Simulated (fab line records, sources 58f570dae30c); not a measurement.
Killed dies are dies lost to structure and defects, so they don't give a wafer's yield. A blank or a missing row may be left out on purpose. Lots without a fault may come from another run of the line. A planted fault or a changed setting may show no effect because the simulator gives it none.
Tool commonality check | flow berkeley_cmos170 | 13 lots, 39 wafers sampled

WHY IT WAS OPENED
At UCB170_ACTIVE_CD_MEAS_13 the reading cd_nm is flagged on 1 of 13 lots. Wafers without a fault read 1200.4 nm, standard deviation 1.4.
Rule: a lot is flagged when every wafer of it that has a number lies more than 4 standard deviations from that mean, or none has a number. The other lots count as sound.

lot  | measured    | on        | cd_nm (nm), wafer by wafer | flag
L274 | day 5 00:44 | cd_sem-01 | 1201.7 1201.2 1201.2       |
L276 | day 5 10:59 | cd_sem-01 | 1201.4 1200.5 1201.9       |
L279 | day 5 20:29 | cd_sem-01 | 1380.0 1381.3 1380.4       | FLAGGED
L282 | day 6 18:17 | cd_sem-02 | 1197.9 1199.4 1198.8       |
L284 | day 7 05:33 | cd_sem-02 | 1200.7 1201.0 1201.2       |
L288 | day 7 23:09 | cd_sem-02 | 1200.8 1200.7 1200.3       |
L290 | day 9 03:02 | cd_sem-01 | 1202.5 1201.5 1202.9       |
L292 | day 9 03:04 | cd_sem-02 | 1201.5 1201.1 1200.5       |
L291 | day 9 03:20 | cd_sem-02 | 1200.1 1201.2 1199.1       |
L293 | day 9 03:37 | cd_sem-02 | 1198.2 1198.4 1199.6       |
L295 | day 9 13:03 | cd_sem-01 | 1200.3 1200.3 1200.7       |
L294 | day 9 13:18 | cd_sem-02 | 1200.4 1201.2 1198.7       |
L297 | day 9 21:58 | cd_sem-01 | 1199.6 1199.5 1199.2       |
The numbers of the flagged lots are 1380.6 nm on average: +180.2 nm against the usual, or +99 or more standard deviations.

WHICH TOOL RAN EACH LOT
The record holds 2 process steps before the reading, out of a route of 331 steps. In each cell: the tool, then ch and the chambers that the sampled wafers went through, then the start.
lot  | flag    | UCB170_ZERO_STRIP_07                | UCB170_ACTIVE_EXPOSE_10
L274 |         | plasma_asher-04 ch 0,1, day 1 22:19 | krf_scanner-02 ch 0, day 5 00:20
L276 |         | plasma_asher-04 ch 0,1, day 2 09:17 | krf_scanner-01 ch 0, day 5 10:19
L279 | FLAGGED | plasma_asher-03 ch 0,1, day 2 19:54 | krf_scanner-02 ch 0, day 5 20:04
L282 |         | plasma_asher-04 ch 0,1, day 3 12:14 | krf_scanner-01 ch 0, day 6 17:54
L284 |         | plasma_asher-01 ch 0,1, day 3 22:24 | krf_scanner-02 ch 0, day 7 05:10
L288 |         | plasma_asher-03 ch 0,1, day 4 21:10 | krf_scanner-02 ch 0, day 7 22:42
L290 |         | plasma_asher-03 ch 0,1, day 5 09:19 | krf_scanner-02 ch 0, day 9 02:18
L292 |         | plasma_asher-03 ch 0, day 5 18:15   | krf_scanner-01 ch 0, day 9 02:33
L291 |         | plasma_asher-01 ch 0,1, day 5 09:36 | krf_scanner-02 ch 0, day 9 02:54
L293 |         | plasma_asher-01 ch 0,1, day 5 18:27 | krf_scanner-01 ch 0, day 9 03:08
L295 |         | plasma_asher-01 ch 0,1, day 6 04:59 | krf_scanner-02 ch 0, day 9 12:40
L294 |         | plasma_asher-04 ch 0,1, day 6 05:10 | krf_scanner-01 ch 0, day 9 12:54
L297 |         | plasma_asher-04 ch 0, day 6 15:23   | krf_scanner-02 ch 0, day 9 21:34
What these steps do:
- UCB170_ZERO_STRIP_07: strips in O2.
- UCB170_ACTIVE_EXPOSE_10: exposes mask ACTIVE, target cd 1200 nm.
- UCB170_ACTIVE_CD_MEAS_13: target cd 1200 nm.

FLAGGED OVER TOTAL, TOOL BY TOOL (the gauges that took the reading come last)
step                     | tool            | lots run | flagged | share of the flagged lots | sound lots run after its first flagged lot
UCB170_ZERO_STRIP_07     | plasma_asher-01 | 4        | 0       | none                      | -
UCB170_ZERO_STRIP_07     | plasma_asher-03 | 4        | 1       | all                       | 3 (L288,L290,L292)
UCB170_ZERO_STRIP_07     | plasma_asher-04 | 5        | 0       | none                      | -
UCB170_ACTIVE_EXPOSE_10  | krf_scanner-01  | 5        | 0       | none                      | -
UCB170_ACTIVE_EXPOSE_10  | krf_scanner-02  | 8        | 1       | all                       | 6 (L284,L288,L290,L291,L295,L297)
UCB170_ACTIVE_CD_MEAS_13 | cd_sem-01       | 6        | 1       | all                       | 3 (L290,L295,L297)
UCB170_ACTIVE_CD_MEAS_13 | cd_sem-02       | 7        | 0       | none                      | -

WHAT THE TABLE ALLOWS
3 rows of the table ran every flagged lot: plasma_asher-03 at UCB170_ZERO_STRIP_07, krf_scanner-02 at UCB170_ACTIVE_EXPOSE_10, cd_sem-01 at UCB170_ACTIVE_CD_MEAS_13.
- plasma_asher-03 at UCB170_ZERO_STRIP_07: 1 of its 4 lots flagged. Sound lots ran on it after the first flagged one (L288, L290, L292), which a lasting fault on the whole tool wouldn't allow.
- krf_scanner-02 at UCB170_ACTIVE_EXPOSE_10: 1 of its 8 lots flagged. Sound lots ran on it after the first flagged one (L284, L288, L290, L291, L295, L297), which a lasting fault on the whole tool wouldn't allow.
- cd_sem-01 at UCB170_ACTIVE_CD_MEAS_13: 1 of its 6 lots flagged. Sound lots ran on it after the first flagged one (L290, L295, L297), which a lasting fault on the whole tool wouldn't allow.
No row of the table ran every flagged lot and no sound lot after the first.

WHAT THE SIMULATOR HAD PUT IN
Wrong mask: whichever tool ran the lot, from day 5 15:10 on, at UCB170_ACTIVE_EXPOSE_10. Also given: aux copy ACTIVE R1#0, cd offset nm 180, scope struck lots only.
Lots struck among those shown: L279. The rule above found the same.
